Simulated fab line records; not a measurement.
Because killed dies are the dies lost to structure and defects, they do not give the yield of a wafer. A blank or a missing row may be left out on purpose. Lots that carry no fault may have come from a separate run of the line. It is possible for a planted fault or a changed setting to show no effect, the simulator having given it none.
Split-lot experiment / flow rit_cmos / on a route of 202 steps: 5 lots, 23 wafers read

THE SPLIT ITSELF
At RIT_PWELL_COAT_01 (resist thk 1300 nm), the setting resist_thk_nm was moved away from the recipe's 1300 nm on 10 of the 23 wafers read, by -4.0% to +4.4%. This setting was run at the recipe's value on the other wafers.

FROM THE SPLIT TO THE READING: what the file shows between them, 3 steps
- RIT_PWELL_SOFTBAKE_02: time 60 s
- RIT_PWELL_EXPOSE_03: exposes mask M3, target cd 43700 nm
- RIT_PWELL_DEVELOP_05: develop time 68 s

THE READING
NOVOLAK_of_PWELL_COAT_01.thk_nm (the simulator's own value, which no gauge read), in nm, at RIT_PWELL_HARDBAKE_07 (time 120 s). The file does not state a usual value for it. The 13 wafers here that ran the recipe average 1138 nm, standard deviation 2.5 nm.

wafer=L077.1; tool, chamber at the split=litho_track-03, 0; resist_thk_nm as run, nm=1300; against the recipe=recipe; NOVOLAK_of_PWELL_COAT_01.thk_nm, nm=1139; against lot-mates on the recipe=-
wafer=L077.4; tool, chamber at the split=litho_track-03, 0; resist_thk_nm as run, nm=1300; against the recipe=recipe; NOVOLAK_of_PWELL_COAT_01.thk_nm, nm=1139; against lot-mates on the recipe=-
wafer=L077.2; tool, chamber at the split=litho_track-03, 0; resist_thk_nm as run, nm=1248; against the recipe=-4.0%; NOVOLAK_of_PWELL_COAT_01.thk_nm, nm=1093; against lot-mates on the recipe=-46
wafer=L077.5; tool, chamber at the split=litho_track-03, 0; resist_thk_nm as run, nm=1248; against the recipe=-4.0%; NOVOLAK_of_PWELL_COAT_01.thk_nm, nm=1093; against lot-mates on the recipe=-46
wafer=L077.6; tool, chamber at the split=litho_track-03, 0; resist_thk_nm as run, nm=1300; against the recipe=recipe; NOVOLAK_of_PWELL_COAT_01.thk_nm, nm=1138; against lot-mates on the recipe=-
wafer=L079.1; tool, chamber at the split=litho_track-01, 0; resist_thk_nm as run, nm=1356; against the recipe=+4.3%; NOVOLAK_of_PWELL_COAT_01.thk_nm, nm=1189; against lot-mates on the recipe=+46
wafer=L079.2; tool, chamber at the split=litho_track-01, 0; resist_thk_nm as run, nm=1300; against the recipe=recipe; NOVOLAK_of_PWELL_COAT_01.thk_nm, nm=1141; against lot-mates on the recipe=-
wafer=L079.3; tool, chamber at the split=litho_track-01, 0; resist_thk_nm as run, nm=1300; against the recipe=recipe; NOVOLAK_of_PWELL_COAT_01.thk_nm, nm=1144; against lot-mates on the recipe=-
wafer=L079.4; tool, chamber at the split=litho_track-01, 0; resist_thk_nm as run, nm=1356; against the recipe=+4.3%; NOVOLAK_of_PWELL_COAT_01.thk_nm, nm=1192; against lot-mates on the recipe=+50
wafer=L079.6; tool, chamber at the split=litho_track-01, 0; resist_thk_nm as run, nm=1356; against the recipe=+4.3%; NOVOLAK_of_PWELL_COAT_01.thk_nm, nm=1187; against lot-mates on the recipe=+44
wafer=L081.2; tool, chamber at the split=litho_track-02, 0; resist_thk_nm as run, nm=1300; against the recipe=recipe; NOVOLAK_of_PWELL_COAT_01.thk_nm, nm=1136; against lot-mates on the recipe=-
wafer=L081.5; tool, chamber at the split=litho_track-02, 0; resist_thk_nm as run, nm=1300; against the recipe=recipe; NOVOLAK_of_PWELL_COAT_01.thk_nm, nm=1136; against lot-mates on the recipe=-
wafer=L081.6; tool, chamber at the split=litho_track-02, 0; resist_thk_nm as run, nm=1300; against the recipe=recipe; NOVOLAK_of_PWELL_COAT_01.thk_nm, nm=1135; against lot-mates on the recipe=-
wafer=L082.1; tool, chamber at the split=litho_track-02, 0; resist_thk_nm as run, nm=1357; against the recipe=+4.4%; NOVOLAK_of_PWELL_COAT_01.thk_nm, nm=1190; against lot-mates on the recipe=+54
wafer=L082.2; tool, chamber at the split=litho_track-02, 0; resist_thk_nm as run, nm=1300; against the recipe=recipe; NOVOLAK_of_PWELL_COAT_01.thk_nm, nm=1135; against lot-mates on the recipe=-
wafer=L082.3; tool, chamber at the split=litho_track-02, 0; resist_thk_nm as run, nm=1357; against the recipe=+4.4%; NOVOLAK_of_PWELL_COAT_01.thk_nm, nm=1185; against lot-mates on the recipe=+48
wafer=L082.4; tool, chamber at the split=litho_track-02, 0; resist_thk_nm as run, nm=1357; against the recipe=+4.4%; NOVOLAK_of_PWELL_COAT_01.thk_nm, nm=1189; against lot-mates on the recipe=+52
wafer=L082.6; tool, chamber at the split=litho_track-02, 0; resist_thk_nm as run, nm=1300; against the recipe=recipe; NOVOLAK_of_PWELL_COAT_01.thk_nm, nm=1138; against lot-mates on the recipe=-
wafer=L085.2; tool, chamber at the split=litho_track-01, 0; resist_thk_nm as run, nm=1300; against the recipe=recipe; NOVOLAK_of_PWELL_COAT_01.thk_nm, nm=1135; against lot-mates on the recipe=-
wafer=L085.3; tool, chamber at the split=litho_track-01, 0; resist_thk_nm as run, nm=1300; against the recipe=recipe; NOVOLAK_of_PWELL_COAT_01.thk_nm, nm=1139; against lot-mates on the recipe=-
wafer=L085.4; tool, chamber at the split=litho_track-01, 0; resist_thk_nm as run, nm=1338; against the recipe=+2.9%; NOVOLAK_of_PWELL_COAT_01.thk_nm, nm=1170; against lot-mates on the recipe=+33
wafer=L085.5; tool, chamber at the split=litho_track-01, 0; resist_thk_nm as run, nm=1300; against the recipe=recipe; NOVOLAK_of_PWELL_COAT_01.thk_nm, nm=1138; against lot-mates on the recipe=-
wafer=L085.6; tool, chamber at the split=litho_track-01, 0; resist_thk_nm as run, nm=1338; against the recipe=+2.9%; NOVOLAK_of_PWELL_COAT_01.thk_nm, nm=1171; against lot-mates on the recipe=+34

FIT RESULTS
A straight line over all 23 wafers: NOVOLAK_of_PWELL_COAT_01.thk_nm changes by +11.5 nm for each +1% of resist_thk_nm; r = +1.00; the points scatter about the line by 2.4 nm.
The same after taking each lot's own level away (the mean of its wafers on the recipe; 23 wafers): +11.3 nm for each +1%; r = +1.00; scatter 1.8 nm.
Per that fit: largest resist_thk_nm move, reading shift of 50 nm.
The lots' own levels span 1135.7 to 1142.5 nm, that is 2.7 times the standard deviation above.
Consequently the slope shifts little with the lot-to-lot level, the two slopes agreeing.
Check: for one of the wafers moved furthest among these (+4.4%), held out of the fit, the line's prediction against its lot-mates is +49.2 nm. Against them it came out at +53.5 nm.

THESE WAFERS: OTHER SPLITS
Other splits were also applied to these wafers ahead of the reading. Each is held against what the fit with the lots' levels taken away leaves over:
other split on the same wafers=RIT_ACTIVE_COAT_06 spin_rpm; wafers away from the commonest value=11; r with NOVOLAK_of_PWELL_COAT_01.thk_nm (lot level and that fit taken away)=-0.26
other split on the same wafers=RIT_NWELL_IMPLANT_08 energy_kev; wafers away from the commonest value=8; r with NOVOLAK_of_PWELL_COAT_01.thk_nm (lot level and that fit taken away)=-0.07

THE WHOLE CHAIN: every reading that the file lists as answering this split, in the file's order
step=RIT_PWELL_COAT_01; what it does=resist thk 1300 nm; reading=NOVOLAK_of_PWELL_COAT_01.thk_nm (the simulator's own value, which no gauge read); change (the file's fit)=+13.2 nm for each +1% of the setting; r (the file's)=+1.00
step=RIT_PWELL_HARDBAKE_07; what it does=time 120 s; reading=NOVOLAK_of_PWELL_COAT_01.thk_nm (the simulator's own value, which no gauge read); change (the file's fit)=+11.4 nm for each +1% of the setting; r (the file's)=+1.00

FILE'S OWN FIT
NOVOLAK_of_PWELL_COAT_01.thk_nm changes by +11.4 nm for each +1% of resist_thk_nm, r = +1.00.
